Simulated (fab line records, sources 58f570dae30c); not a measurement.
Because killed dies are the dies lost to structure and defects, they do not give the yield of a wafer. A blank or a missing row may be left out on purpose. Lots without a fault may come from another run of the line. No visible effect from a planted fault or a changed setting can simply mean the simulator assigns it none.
Which tool was responsible? | flow berkeleyCmos170 | 7 lots, 21 wafers sampled, at 4 steps of a route of 331

== WHAT THE GAUGES SHOWED, per wafer ==
UCB170_GATE_CD_MEAS_90: target cd 350 nm.
lot  | measured     | on       | cdNm (nm)
L541 | day 8 04:50  | cdSem-02 | 350.6 351.0 350.9
L544 | day 8 22:16  | cdSem-01 | 351.7 350.7 352.2
L545 | day 8 22:19  | cdSem-02 | 349.0 348.3 347.7
L549 | day 9 22:35  | cdSem-02 | 349.4 349.3 350.1
L553 | day 10 17:48 | cdSem-01 | - - -
L559 | day 11 21:44 | cdSem-02 | 349.1 349.2 350.2
L561 | day 11 21:01 | cdSem-02 | 350.8 351.6 350.5

== TOOL THAT RAN EACH LOT (tool first, then ch and the chambers of the sampled wafers, then the start) ==
lot  | UCB170_NWELL_STRIP_15              | UCB170_PFIELD_STRIP_08             | UCB170_GATE_ETCH_15
L541 | plasmaAsher-02 ch 0,1, day 2 22:03 | plasmaAsher-03 ch 0,1, day 5 18:16 | rieSi-01 ch 0,1,2, day 8 04:41
L544 | plasmaAsher-01 ch 0,1, day 3 21:59 | plasmaAsher-03 ch 0,1, day 6 08:04 | rieSi-01 ch 0,1,3, day 8 22:03
L545 | plasmaAsher-01 ch 0,1, day 3 22:31 | plasmaAsher-02 ch 0,1, day 6 08:18 | rieSi-02 ch 1,2,3, day 8 22:10
L549 | plasmaAsher-02 ch 0, day 4 20:46   | plasmaAsher-02 ch 0, day 7 12:46   | rieSi-01 ch 1,2, day 9 22:25
L553 | plasmaAsher-04 ch 0,1, day 5 13:41 | plasmaAsher-04 ch 0,1, day 8 02:36 | rieSi-01 ch 0,3, day 10 17:39
L559 | plasmaAsher-01 ch 0,1, day 6 20:50 | plasmaAsher-03 ch 0,1, day 9 12:37 | rieSi-02 ch 0,1,3, day 11 21:35
L561 | plasmaAsher-02 ch 0,1, day 7 06:07 | plasmaAsher-02 ch 0,1, day 9 13:11 | rieSi-01 ch 1,2,3, day 11 20:52
- UCB170_NWELL_STRIP_15: strips in O2.
- UCB170_PFIELD_STRIP_08: strips in O2.
- UCB170_GATE_ETCH_15: etches poly-Si in HBr/Cl2, stops on SiO2, time 56.3 s, target depth 278.2 nm.

== THE ANSWER, worked out from the rows above alone ==
Rule: what is usual is taken from the lots themselves. Put in order of their means at a reading, lots are off if they are a third of the lots or fewer, leave a main group of 4 or more, and stand apart from it by a gap of 3 or more times the standard deviation of the main group's means; of several such gaps the widest counts. If all means in a main group match to the digits the tables above print for the reading, that group is not used. Also off: a lot with no number at a reading for which 4 or more lots have one. All remaining lots with rows at the step are treated as sound.
Off, at UCB170_GATE_CD_MEAS_90 on cdNm: L553. Without a number there: L553. Main group: mean 350.1 nm, sd 1.1.
A tool fits if, at a process step before that reading, it ran every lot that is off, and no sound lot after the first of them. Gauges at UCB170_GATE_CD_MEAS_90: tried the same way as those tools. Undecided on this evidence; 2 tools fit (plasmaAsher-04 at UCB170_NWELL_STRIP_15 and UCB170_PFIELD_STRIP_08, cdSem-01 at UCB170_GATE_CD_MEAS_90).

== WHAT THE SIMULATOR HAD PUT IN ==
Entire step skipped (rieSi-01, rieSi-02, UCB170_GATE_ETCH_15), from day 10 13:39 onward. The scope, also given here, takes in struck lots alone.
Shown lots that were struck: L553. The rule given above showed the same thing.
